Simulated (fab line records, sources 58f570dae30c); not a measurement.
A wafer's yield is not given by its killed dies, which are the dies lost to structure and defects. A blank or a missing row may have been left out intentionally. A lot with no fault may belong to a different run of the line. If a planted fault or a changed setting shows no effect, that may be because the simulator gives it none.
fab line records	flow berkeley-cmos170	part 1 of 2: steps 1 to 29 of 38
record lots=5	wafers=15	last-day=12
route steps=331 shown BACKSIDE@202 SDANNEAL@204 PSD@206 NSD@207 PLDD@208 NLDD@209 SILICIDE@210 CONTACT@216 M1@238
lots that met no fault: from a run of the same line without faults
start-h: the number of hours between the record's first day and the start of the first shown wafer of the lot	wait-h: how many hours have passed since the lot's step before this one	" as in the row above	L1.1+2: a single row standing in for several wafers	- either no value or no given start	* or withheld: withheld	< > ~ a bound
route shown NAME@n: NAME is a module with steps in the file, n the number in the route of the first one	usual: mean/standard deviation of fault-free wafers	same: alike in all rows	chamber/n: place in a boat	sites: the reading at each site	_std_site: standard deviation across them	_edge_site: inner sites' mean taken away from outer sites' mean	radius-mm: for every site, how far away it sits from the centre of the wafer	mask NAME#n: copy n	behind: the most recent tool/chamber to have shaped the wafer	hold: the reason the lot was held/the length of the hold in hours/how it ended	device: which transistor (n, p or np) failed to switch	end of line: tests run on the same wafers once the route is complete	a step without rows: its recipe alone	killed: dies lost to structure and defects at the first sort, not the wafer's yield	map: a wafer's dies, x killed, . not, _ none there
set.NAME: the setting that was run; set.NAME@STEP: the one run at that earlier step	model.NAME: the simulator's own value behind a step, which no gauge read
lots at selected steps of the route; one table per step, one row per wafer
services: when a tool's chamber went out of use (start-h, in hours from the record's first day, below 0 if earlier), for how many hours, and the reason
## steps
# step UCB170_BACKSIDE_STRIP_03
# recipe chemistry=O2	power-w=407.6	pressure-mtorr=3500	platen-temp-c=withheld	o2-flow-sccm=400	overash-fraction=0.5
# usual drypump-motor-current-A=5.4/0.31	oes-product-au=0.742/0.0038	strip-time-to-endpoint-s=21.66/0.055
lot.wafer	tool	chamber	start-h	wait-h	drypump-motor-current-A	oes-product-au	rf-hours-counter-h	strip-time-to-endpoint-s
L077.1	plasma-asher-01	0	165.05	0.1	5.9	0.739	4	21.60
L077.2	"	1	"	"	5.2	0.742	4	21.56
L077.3	"	0	"	"	5.9	0.738	-	21.65
L081.1	plasma-asher-03	1	196.35	0.1	5.5	0.739	49	21.65
L081.2	"	0	"	"	5.7	0.750	49	21.65
L081.4	"	0	"	"	5.7	0.741	-	21.66
L087.1	plasma-asher-03	1	220.94	0.1	5.5	0.737	52	21.74
L087.2	"	0	"	"	5.7	0.743	52	21.74
L087.4	"	0	"	"	5.7	0.735	-	21.76
L090.1	plasma-asher-03	1	221.16	0.1	5.5	0.745	52	21.69
L090.3	"	0	"	"	5.7	0.743	-	21.68
L090.5	"	0	"	"	5.7	0.745	-	21.67
L095.1	plasma-asher-04	1	254.98	0.1	5.0	0.746	60	21.67
L095.2	"	0	"	"	5.3	0.739	60	21.59
L095.4	"	0	"	"	5.3	0.743	-	21.60
# step UCB170_BACKSIDE_CLEAN_04
# recipe chemistry=SPM	temp-c=120	time-s=600
lot.wafer	tool	chamber	start-h	wait-h
L077.1+2+3	wet-bench-03	0	165.15	0.1
L081.1+2+4	wet-bench-03	2	196.45	0.1
L087.1+2+4	wet-bench-01	3	221.04	0.1
L090.1+3+5	wet-bench-01	1	221.26	0.1
L095.1+2+4	wet-bench-03	3	255.08	0.1
# step UCB170_SDANNEAL_RTA_00
# recipe temp-c=900	time-s=10	ambient=N2
# usual lamp-power-pct=25.7/0.5	wafer_temp_C_max=902.5/0.64
lot.wafer	tool	chamber	start-h	wait-h	lamp-power-pct	wafer_temp_C_max
L077.1	rtp-anneal-01	0	165.32	0.0	25.3	901.8
L077.2	"	0	"	"	25.3	902.6
L077.3	"	0	"	"	25.4	903.2
L081.1	rtp-anneal-02	0	196.80	0.0	26.4	903.7
L081.2	"	0	"	"	26.3	902.5
L081.4	"	0	"	"	26.4	903.0
L087.1	rtp-anneal-02	0	221.22	0.0	26.4	902.3
L087.2	"	0	"	"	26.4	902.8
L087.4	"	0	"	"	26.4	902.7
L090.1	rtp-anneal-01	0	221.43	0.0	25.3	901.2
L090.3	"	0	"	"	25.4	902.2
L090.5	"	0	"	"	25.3	901.4
L095.1	rtp-anneal-01	0	255.25	0.0	25.3	902.1
L095.2	"	0	"	"	25.3	903.0
L095.4	"	0	"	"	25.3	901.9
# step UCB170_SDANNEAL_RTA_01
# recipe temp-c=1050	time-s=5	ambient=N2
# usual lamp-power-pct=39.7/0.77	wafer_temp_C_max=1052.9/0.71
lot.wafer	tool	chamber	start-h	wait-h	lamp-power-pct	wafer_temp_C_max
L077.1	rtp-anneal-01	0	165.39	0.1	39.1	1052.5
L077.2	"	0	"	"	39.1	1052.8
L077.3	"	0	"	"	39.1	1052.2
L081.1	rtp-anneal-02	0	196.87	0.1	40.7	1053.6
L081.2	"	0	"	"	40.7	1054.4
L081.4	"	0	"	"	40.7	1053.6
L087.1	rtp-anneal-02	0	221.28	0.1	40.7	1052.6
L087.2	"	0	"	"	40.7	1052.8
L087.4	"	0	"	"	40.7	1053.4
L090.1	rtp-anneal-01	0	221.50	0.1	39.2	1052.1
L090.3	"	0	"	"	39.2	1053.6
L090.5	"	0	"	"	39.2	1052.0
L095.1	rtp-anneal-01	0	255.32	0.1	39.1	1052.4
L095.2	"	0	"	"	39.1	1052.0
L095.4	"	0	"	"	39.1	1052.5
# step UCB170_SDANNEAL_RS_MEAS_02
# recipe thk-meas-gauge=four-point-probe
# usual PSD_RS=75.7/0.3
lot.wafer	tool	chamber	start-h	wait-h	PSD_RS[ohm/sq]
L077.1	film-metro-04	-	165.45	0.0	75.8
L077.2	"	-	"	"	75.6
L077.3	"	-	"	"	75.6
L081.1	film-metro-01	-	196.93	0.0	75.6
L081.2	"	-	"	"	75.3
L081.4	"	-	"	"	75.3
L087.1	film-metro-04	-	221.34	0.0	75.9
L087.2	"	-	"	"	75.9
L087.4	"	-	"	"	76.1
L090.1	film-metro-01	-	221.56	0.0	75.3
L090.3	"	-	"	"	75.7
L090.5	"	-	"	"	75.4
L095.1	film-metro-04	-	255.38	0.0	76.0
L095.2	"	-	"	"	75.7
L095.4	"	-	"	"	75.5
# step UCB170_SDANNEAL_RS_MEAS_03
# recipe thk-meas-gauge=four-point-probe
# usual NSD_RS=37.32/0.082
lot.wafer	tool	chamber	start-h	wait-h	NSD_RS[ohm/sq]
L077.1	film-metro-04	-	165.57	0.1	37.36
L077.2	"	-	"	"	37.37
L077.3	"	-	"	"	37.34
L081.1	film-metro-01	-	197.05	0.1	37.38
L081.2	"	-	"	"	37.31
L081.4	"	-	"	"	37.36
L087.1	film-metro-04	-	221.46	0.1	37.32
L087.2	"	-	"	"	37.39
L087.4	"	-	"	"	37.43
L090.1	film-metro-01	-	221.68	0.1	37.33
L090.3	"	-	"	"	37.40
L090.5	"	-	"	"	37.29
L095.1	film-metro-04	-	255.50	0.1	37.44
L095.2	"	-	"	"	37.39
L095.4	"	-	"	"	37.37
# step UCB170_SDANNEAL_RS_MEAS_04
# recipe thk-meas-gauge=four-point-probe
# usual PLDD_RS=1033.4/2.4
lot.wafer	tool	chamber	start-h	wait-h	PLDD_RS[ohm/sq]
L077.1	film-metro-04	-	165.69	0.1	1034.2
L077.2	"	-	"	"	1032.6
L077.3	"	-	"	"	1033.3
L081.1	film-metro-01	-	197.17	0.1	1033.6
L081.2	"	-	"	"	1030.9
L081.4	"	-	"	"	1032.3
L087.1	film-metro-04	-	221.58	0.1	1031.3
L087.2	"	-	"	"	1027.5
L087.4	"	-	"	"	1028.9
L090.1	film-metro-01	-	221.80	0.1	1034.5
L090.3	"	-	"	"	1033.6
L090.5	"	-	"	"	1033.0
L095.1	film-metro-04	-	255.62	0.1	1034.8
L095.2	"	-	"	"	1030.6
L095.4	"	-	"	"	1033.9
# step UCB170_SDANNEAL_RS_MEAS_05
# recipe thk-meas-gauge=four-point-probe
# usual NLDD_RS=617.1/1.2
lot.wafer	tool	chamber	start-h	wait-h	NLDD_RS[ohm/sq]
L077.1	film-metro-04	-	165.81	0.1	617.3
L077.2	"	-	"	"	617.1
L077.3	"	-	"	"	616.2
L081.1	film-metro-01	-	197.29	0.1	616.3
L081.2	"	-	"	"	618.1
L081.4	"	-	"	"	616.0
L087.1	film-metro-04	-	221.70	0.1	617.1
L087.2	"	-	"	"	618.0
L087.4	"	-	"	"	616.0
L090.1	film-metro-01	-	221.92	0.1	616.7
L090.3	"	-	"	"	615.8
L090.5	"	-	"	"	617.2
L095.1	film-metro-04	-	255.74	0.1	618.1
L095.2	"	-	"	"	617.0
L095.4	"	-	"	"	615.7
# step UCB170_SILICIDE_PRE_CLEAN_00
# recipe gas=Ar	preclean-etch-time-s=60
lot.wafer	tool	chamber	start-h	wait-h
L077.1+2+3	pvd-sputter-03	-	165.93	0.1
L081.1+2+4	pvd-sputter-03	-	197.41	0.1
L087.1+2+4	pvd-sputter-04	-	221.82	0.1
L090.1+3+5	pvd-sputter-03	-	222.04	0.1
L095.1+2+4	pvd-sputter-02	-	255.86	0.1
# step UCB170_SILICIDE_SPUTTER_01
# recipe material=Ti	target-thk-nm=30	time-s=25	power-w=1500	chamber-pressure-pa=0.5
# usual throttle-valve-pct=29.9/1.3
lot.wafer	tool	chamber	start-h	wait-h	throttle-valve-pct
L077.1	pvd-sputter-03	-	165.99	0.0	28.5
L077.2	"	-	"	"	26.8
L077.3	"	-	"	"	30.5
L081.1	pvd-sputter-03	-	197.47	0.0	30.3
L081.2	"	-	"	"	32.1
L081.4	"	-	"	"	26.8
L087.1	pvd-sputter-04	-	221.89	0.0	31.0
L087.2	"	-	"	"	30.6
L087.4	"	-	"	"	29.9
L090.1	pvd-sputter-03	-	222.11	0.0	31.8
L090.3	"	-	"	"	30.5
L090.5	"	-	"	"	30.7
L095.1	pvd-sputter-02	-	255.93	0.0	29.7
L095.2	"	-	"	"	29.6
L095.4	"	-	"	"	29.8
# step UCB170_SILICIDE_RS_MEAS_02
# recipe thk-meas-gauge=four-point-probe	reads=Ti_of_SILICIDE_SPUTTER_01
# usual SILICIDE_TI_RS=26.2/0.39
lot.wafer	tool	chamber	start-h	wait-h	SILICIDE_TI_RS[ohm/sq]
L077.1	film-metro-04	-	166.02	0.0	26.4
L077.2	"	-	"	"	26.8
L077.3	"	-	"	"	26.4
L081.1	film-metro-02	-	197.50	0.0	26.4
L081.2	"	-	"	"	26.1
L081.4	"	-	"	"	26.6
L087.1	film-metro-02	-	221.92	0.0	26.3
L087.2	"	-	"	"	26.4
L087.4	"	-	"	"	26.0
L090.1	film-metro-02	-	222.14	0.0	25.7
L090.3	"	-	"	"	26.3
L090.5	"	-	"	"	26.0
L095.1	film-metro-02	-	255.96	0.0	25.9
L095.2	"	-	"	"	25.5
L095.4	"	-	"	"	25.9
# step UCB170_SILICIDE_THK_MEAS_03
# recipe thk-meas-gauge=xrf	reads=Ti_of_SILICIDE_SPUTTER_01
# usual SILICIDE_TI_THK=29.9/0.38
lot.wafer	tool	chamber	start-h	wait-h	SILICIDE_TI_THK[nm]
L077.1	film-metro-04	-	166.14	0.1	29.8
L077.2	"	-	"	"	29.6
L077.3	"	-	"	"	30.0
L081.1	film-metro-02	-	197.62	0.1	29.6
L081.2	"	-	"	"	30.0
L081.4	"	-	"	"	29.5
L087.1	film-metro-02	-	222.04	0.1	29.8
L087.2	"	-	"	"	29.6
L087.4	"	-	"	"	30.0
L090.1	film-metro-02	-	222.26	0.1	30.1
L090.3	"	-	"	"	29.7
L090.5	"	-	"	"	30.1
L095.1	film-metro-02	-	256.08	0.1	30.1
L095.2	"	-	"	"	30.6
L095.4	"	-	"	"	30.2
# step UCB170_SILICIDE_RTA_04
# recipe temp-c=650	time-s=15	ambient=N2
# usual lamp-power-pct=11.10/0.22	wafer_temp_C_max=651.8/0.48
lot.wafer	tool	chamber	start-h	wait-h	lamp-power-pct	wafer_temp_C_max
L077.1	rtp-anneal-01	0	166.20	0.1	10.85	651.1
L077.2	"	0	"	"	10.85	651.6
L077.3	"	0	"	"	10.85	651.9
L081.1	rtp-anneal-01	0	197.68	0.1	10.84	651.7
L081.2	"	0	"	"	10.86	652.0
L081.4	"	0	"	"	10.86	651.7
L087.1	rtp-anneal-02	0	222.10	0.1	11.30	651.9
L087.2	"	0	"	"	11.31	652.4
L087.4	"	0	"	"	11.29	652.2
L090.1	rtp-anneal-02	0	222.32	0.1	11.30	652.3
L090.3	"	0	"	"	11.31	652.3
L090.5	"	0	"	"	11.28	652.9
L095.1	rtp-anneal-01	0	256.14	0.1	10.87	652.1
L095.2	"	0	"	"	10.84	651.4
L095.4	"	0	"	"	10.86	651.2
# step UCB170_SILICIDE_WET_ETCH_05
# recipe chemistry=SPM	time-s=45	temp-c=120	target=Ti
lot.wafer	tool	chamber	start-h	wait-h
L077.1+2+3	wet-bench-03	0	166.28	0.1
L081.1+2+4	wet-bench-03	2	197.76	0.1
L087.1+2+4	wet-bench-03	1	222.18	0.1
L090.1+3+5	wet-bench-03	0	222.39	0.1
L095.1+2+4	wet-bench-03	1	256.21	0.1
# step UCB170_CONTACT_CLEAN_00
# recipe chemistry=SPM	temp-c=120	time-s=600
lot.wafer	tool	chamber	start-h	wait-h
L077.1+2+3	wet-bench-03	2	166.30	0.0
L081.1+2+4	wet-bench-03	1	197.80	0.0
L087.1+2+4	wet-bench-03	1	222.20	0.0
L090.1+3+5	wet-bench-03	0	222.41	0.0
L095.1+2+4	wet-bench-03	1	256.24	0.0
# step UCB170_CONTACT_CVD_01
# recipe material=PSG	target-thk-nm=700	temp-c=450	precursor=SiH4/O2/PH3	time-s=2820	pressure-mtorr=300	sih4-flow-sccm=60	o2-flow-sccm=90	ph3-flow-sccm=25
# usual spike-tc-source-C=468.6/1.9
lot.wafer	tool	chamber	start-h	wait-h	spike-tc-source-C
L077.1	lpcvd-02	1	167.33	0.9	466.4
L077.2	"	1	"	"	465.5
L077.3	"	1	"	"	467.0
L081.1	lpcvd-01	0	198.15	0.0	471.6
L081.2	"	0	"	"	470.8
L081.4	"	0	"	"	473.2
L087.1	lpcvd-01	0	222.37	0.0	472.2
L087.2	"	0	"	"	470.0
L087.4	"	0	"	"	470.6
L090.1	lpcvd-02	1	222.83	0.2	465.0
L090.3	"	1	"	"	467.5
L090.5	"	1	"	"	466.6
L095.1	lpcvd-02	0	256.47	0.1	468.5
L095.2	"	0	"	"	468.5
L095.4	"	0	"	"	467.1
# step UCB170_CONTACT_THK_MEAS_02
# recipe reads=PSG_of_CONTACT_CVD_01
# usual CONTACT_PSG_THK=703/7.4
lot.wafer	tool	chamber	start-h	wait-h	CONTACT_PSG_THK[nm]
L077.1	film-metro-02	-	169.11	0.0	714
L077.2	"	-	"	"	711
L077.3	"	-	"	"	717
L081.1	film-metro-02	-	200.83	0.0	713
L081.2	"	-	"	"	711
L081.4	"	-	"	"	713
L087.1	film-metro-01	-	224.15	0.0	716
L087.2	"	-	"	"	714
L087.4	"	-	"	"	720
L090.1	film-metro-03	-	224.62	0.0	697
L090.3	"	-	"	"	696
L090.5	"	-	"	"	696
L095.1	film-metro-02	-	259.14	0.0	707
L095.2	"	-	"	"	700
L095.4	"	-	"	"	706
# step UCB170_CONTACT_HMDS_03
# recipe prime-time-s=60	prime-temp-c=100
lot.wafer	tool	chamber	start-h	wait-h
L077.1+2+3	litho-track-04	0	169.59	0.5
L081.1+2+4	litho-track-04	0	200.89	0.1
L087.1+2+4	litho-track-02	0	224.45	0.3
L090.1+3+5	litho-track-01	0	224.98	0.4
L095.1+2+4	litho-track-02	0	259.20	0.1
# step UCB170_CONTACT_COAT_04
# recipe resist=KrF	spin-rpm=1500	resist-thk-nm=900
# usual dispense-pressure-kPa=45.4/2.3
lot.wafer	tool	chamber	start-h	wait-h	dispense-pressure-kPa
L077.1	litho-track-04	0	169.74	0.1	48.2
L077.2	"	0	"	"	48.2
L077.3	"	0	"	"	48.2
L081.1	litho-track-04	0	201.04	0.1	48.2
L081.2	"	0	"	"	48.2
L081.4	"	0	"	"	48.2
L087.1	litho-track-02	0	224.60	0.1	46.1
L087.2	"	0	"	"	46.0
L087.4	"	0	"	"	46.0
L090.1	litho-track-01	0	225.13	0.1	41.6
L090.3	"	0	"	"	41.6
L090.5	"	0	"	"	41.6
L095.1	litho-track-02	0	259.35	0.1	46.1
L095.2	"	0	"	"	46.0
L095.4	"	0	"	"	46.1
# step UCB170_CONTACT_SOFTBAKE_05
# recipe resist=KrF	temp-c=130	time-s=60
lot.wafer	tool	chamber	start-h	wait-h
L077.1+2+3	litho-track-04	0	169.89	0.1
L081.1+2+4	litho-track-04	0	201.19	0.1
L087.1+2+4	litho-track-02	0	224.75	0.1
L090.1+3+5	litho-track-01	0	225.28	0.1
L095.1+2+4	litho-track-02	0	259.50	0.1
# step UCB170_CONTACT_STRIP_06
# recipe chemistry=O2	power-w=400	pressure-mtorr=3500	platen-temp-c=withheld	o2-flow-sccm=400	overash-fraction=0.5
# usual drypump-motor-current-A=5.40/0.25	oes-product-au=0.735/0.0041	strip-time-to-endpoint-s=21.96/0.062
lot.wafer	tool	chamber	start-h	wait-h	drypump-motor-current-A	oes-product-au	rf-hours-counter-h	strip-time-to-endpoint-s
L077.1	plasma-asher-04	1	170.04	0.1	4.99	0.737	48	22.07
L077.2	"	0	"	"	5.33	0.737	48	22.06
L077.3	"	0	"	"	5.34	0.736	-	22.03
L081.1	plasma-asher-04	0	201.34	0.1	5.36	0.735	53	21.90
L081.2	"	1	"	"	4.98	0.729	53	21.90
L081.4	"	1	"	"	4.99	0.729	-	21.84
L087.1	plasma-asher-04	0	224.90	0.1	5.35	0.733	55	21.97
L087.2	"	1	"	"	4.98	0.734	55	21.81
L087.4	"	1	"	"	5.00	0.738	-	21.85
L090.1	plasma-asher-03	1	225.43	0.1	5.53	0.734	52	22.08
L090.3	"	1	"	"	5.52	0.735	-	22.07
L090.5	"	1	"	"	5.53	0.737	-	22.03
L095.1	plasma-asher-04	0	259.65	0.1	5.33	0.741	61	21.92
L095.2	"	1	"	"	5.02	0.736	61	21.96
L095.4	"	1	"	"	4.94	0.741	-	21.95
# step UCB170_CONTACT_CLEAN_07
# recipe chemistry=SPM	temp-c=120	time-s=600
lot.wafer	tool	chamber	start-h	wait-h
L077.1+2+3	wet-bench-04	3	170.45	0.4
L081.1+2+4	wet-bench-03	2	201.44	0.1
L087.1+2+4	wet-bench-03	0	225.00	0.1
L090.1+3+5	wet-bench-02	3	225.57	0.1
L095.1+2+4	wet-bench-03	2	259.75	0.1
# step UCB170_CONTACT_RTA_08
# recipe temp-c=900	time-s=10	ambient=N2
# usual lamp-power-pct=25.9/0.51	wafer_temp_C_max=902.6/0.71
lot.wafer	tool	chamber	start-h	wait-h	lamp-power-pct	wafer_temp_C_max
L077.1	rtp-anneal-02	0	170.64	0.0	26.3	903.0
L077.2	"	0	"	"	26.4	902.8
L077.3	"	0	"	"	26.3	904.1
L081.1	rtp-anneal-01	0	201.79	0.0	25.4	901.6
L081.2	"	0	"	"	25.3	901.5
L081.4	"	0	"	"	25.3	901.3
L087.1	rtp-anneal-02	0	225.18	0.0	26.4	904.2
L087.2	"	0	"	"	26.3	902.9
L087.4	"	0	"	"	26.4	902.4
L090.1	rtp-anneal-02	0	225.77	0.0	26.3	903.9
L090.3	"	0	"	"	26.4	903.3
L090.5	"	0	"	"	26.3	902.3
L095.1	rtp-anneal-01	0	259.93	0.0	25.3	902.4
L095.2	"	0	"	"	25.3	902.5
L095.4	"	0	"	"	25.3	902.4
# step UCB170_CONTACT_COAT_09
# recipe resist=BARC	temp-c=withheld	time-s=withheld	spin-rpm=3000	resist-thk-nm=withheld
# usual dispense-pressure-kPa=45.3/2.7
lot.wafer	tool	chamber	start-h	wait-h	dispense-pressure-kPa
L077.1	litho-track-02	0	170.71	0.1	46.1
L077.2	"	0	"	"	46.1
L077.3	"	0	"	"	46.1
L081.1	litho-track-04	0	202.24	0.4	48.2
L081.2	"	0	"	"	48.2
L081.4	"	0	"	"	48.2
L087.1	litho-track-01	0	225.43	0.2	41.6
L087.2	"	0	"	"	41.6
L087.4	"	0	"	"	41.6
L090.1	litho-track-01	0	226.78	1.0	41.6
L090.3	"	0	"	"	41.6
L090.5	"	0	"	"	41.6
L095.1	litho-track-01	0	259.99	0.1	41.6
L095.2	"	0	"	"	41.6
L095.4	"	0	"	"	41.6
# step UCB170_CONTACT_COAT_10
# recipe resist=KrF	spin-rpm=1500	resist-thk-nm=900
# usual dispense-pressure-kPa=45.3/2.7
lot.wafer	tool	chamber	start-h	wait-h	dispense-pressure-kPa
L077.1	litho-track-02	0	-	-	46.0
L077.2	"	0	"	"	46.1
L077.3	"	0	"	"	46.0
L081.1	litho-track-04	0	-	-	48.2
L081.2	"	0	"	"	48.2
L081.4	"	0	"	"	48.2
L087.1	litho-track-01	0	-	-	41.6
L087.2	"	0	"	"	41.6
L087.4	"	0	"	"	41.6
L090.1	litho-track-01	0	-	-	41.6
L090.3	"	0	"	"	41.6
L090.5	"	0	"	"	41.6
L095.1	litho-track-01	0	-	-	41.6
L095.2	"	0	"	"	41.6
L095.4	"	0	"	"	41.6
# step UCB170_CONTACT_SOFTBAKE_11
# recipe resist=KrF	temp-c=130	time-s=60
lot.wafer	tool	chamber	start-h	wait-h
L077.1+2+3	litho-track-02	0	-	-
L081.1+2+4	litho-track-04	0	-	-
L087.1+2+4	litho-track-01	0	-	-
L090.1+3+5	litho-track-01	0	-	-
L095.1+2+4	litho-track-01	0	-	-
# step UCB170_CONTACT_EXPOSE_12
# recipe mask-id=CONT	target-cd-nm=700	na=0.5	sigma-outer=0.6	source-shape=conventional	dose-mj=34.66
lot.wafer	tool	chamber	start-h	wait-h	mask
L077.1+2+3	krf-scanner-02	0	171.40	-	CONT#0
L081.1+2+4	krf-scanner-02	0	202.69	-	CONT#0
L087.1+2+4	krf-scanner-02	0	-	-	CONT#0
L090.1+3+5	krf-scanner-01	0	227.23	-	CONT#0
L095.1+2+4	krf-scanner-02	0	260.57	-	CONT#0
# step UCB170_CONTACT_PEB_13
# recipe peb-temp-c=130	peb-time-s=withheld	resist=KrF
lot.wafer	tool	chamber	start-h	wait-h
L077.1+2+3	litho-track-04	0	172.12	0.7
L081.1+2+4	litho-track-04	0	202.96	0.3
L087.1+2+4	litho-track-04	0	-	-
L090.1+3+5	litho-track-02	0	228.15	0.9
L095.1+2+4	litho-track-02	0	260.90	0.3
# step UCB170_CONTACT_DEVELOP_14
# recipe developer=TMAH	develop-time-s=45	resist=KrF	dev-temp-c=21
# usual developer-temp-C=20.97/0.11
# same develop-time-s=45
lot.wafer	tool	chamber	start-h	wait-h	developer-temp-C
L077.1	litho-track-04	0	-	-	20.93
L077.2	"	0	"	"	20.92
L077.3	"	0	"	"	20.95
L081.1	litho-track-04	0	-	-	20.95
L081.2	"	0	"	"	20.89
L081.4	"	0	"	"	20.95
L087.1	litho-track-04	0	-	-	20.97
L087.2	"	0	"	"	20.90
L087.4	"	0	"	"	21.04
L090.1	litho-track-02	0	-	-	20.98
L090.3	"	0	"	"	21.00
L090.5	"	0	"	"	20.89
L095.1	litho-track-02	0	-	-	20.99
L095.2	"	0	"	"	20.71
L095.4	"	0	"	"	20.85
